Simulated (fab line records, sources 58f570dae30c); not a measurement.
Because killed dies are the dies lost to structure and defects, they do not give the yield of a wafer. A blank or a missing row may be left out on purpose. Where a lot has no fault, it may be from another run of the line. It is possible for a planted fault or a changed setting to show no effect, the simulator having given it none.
Matching of chambers    flow berkeley-cmos170    UCB170_SPACER_ETCHBACK_03 on rie-diel-01: 4 sister chambers
The step etches SiO2 in CHF3/CF4/Ar, stops on Si, target depth 376 nm, time 100 s. 16 wafers are shown with their chamber, then 8 later ones without.

EACH WAFER AND ITS CHAMBER
wafer   chamber  drypump-motor-current-A (A)  throttle-valve-pct (%)  rf-fwd-power-W (W)
L305.3  1        5.7                          6.46                    496.3
L305.4  2        6.0                          6.47                    495.5
L305.5  2        6.0                          6.45                    494.9
L311.1  3        5.5                          6.47                    499.7
L311.3  0        4.7                          6.52                    498.8
L311.6  2        5.9                          6.45                    494.4
L314.1  3        5.5                          6.45                    499.9
L314.3  2        6.0                          6.47                    494.2
L314.6  1        5.7                          6.46                    497.1
L318.2  2        6.0                          6.47                    493.6
L318.3  1        5.7                          6.45                    498.0
L318.6  3        5.5                          6.45                    496.8
L322.1  2        5.9                          6.45                    494.9
L322.3  1        5.6                          6.47                    497.6
L322.6  3        5.5                          6.45                    497.8
L321.1  0        4.7                          6.51                    497.1

SIGNATURES (means of the wafers above)
reading                  chamber 0  chamber 1  chamber 2  chamber 3  scatter within a chamber
drypump-motor-current-A  4.700      5.675      5.967      5.500      0.0417
throttle-valve-pct       6.5150     6.4600     6.4600     6.4550     0.00979
rf-fwd-power-W           497.950    497.250    494.583    498.550    1
Rule: distance of a wafer from a chamber = root of the sum over the readings of ((wafer's reading minus chamber's mean) / reading's scatter) squared. The wafer belongs to the nearest chamber; if the next one is less than 2 further off, it can't be placed. The scatter: take each reading less its chamber's mean, square it, sum over the shown wafers, divide by the number of wafers less the number of chambers, and take the root.

WAFERS WITH NO CHAMBER GIVEN
wafer   drypump-motor-current-A (A)  throttle-valve-pct (%)  rf-fwd-power-W (W)
L321.2  6.0                          6.46                    497.4
L321.5  5.5                          6.45                    495.8
L324.1  6.0                          6.46                    494.0
L324.2  5.7                          6.45                    499.6
L324.6  4.7                          6.51                    497.2
L326.2  5.7                          6.47                    497.6
L326.3  4.7                          6.50                    497.4
L326.6  4.7                          6.50                    497.3

THE CHAMBER EACH PASSED THROUGH
wafer   from the rows above      in truth
L321.2  2                        2
L321.5  can't be placed: 3 or 1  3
L324.1  2                        2
L324.2  1                        1
L324.6  0                        0
L326.2  1                        1
L326.3  0                        0
L326.6  0                        0
7 of 8 placed correctly. From these rows, 1 cannot be placed; in 1 the true chamber is one of the candidates. Wrongly placed: 0.
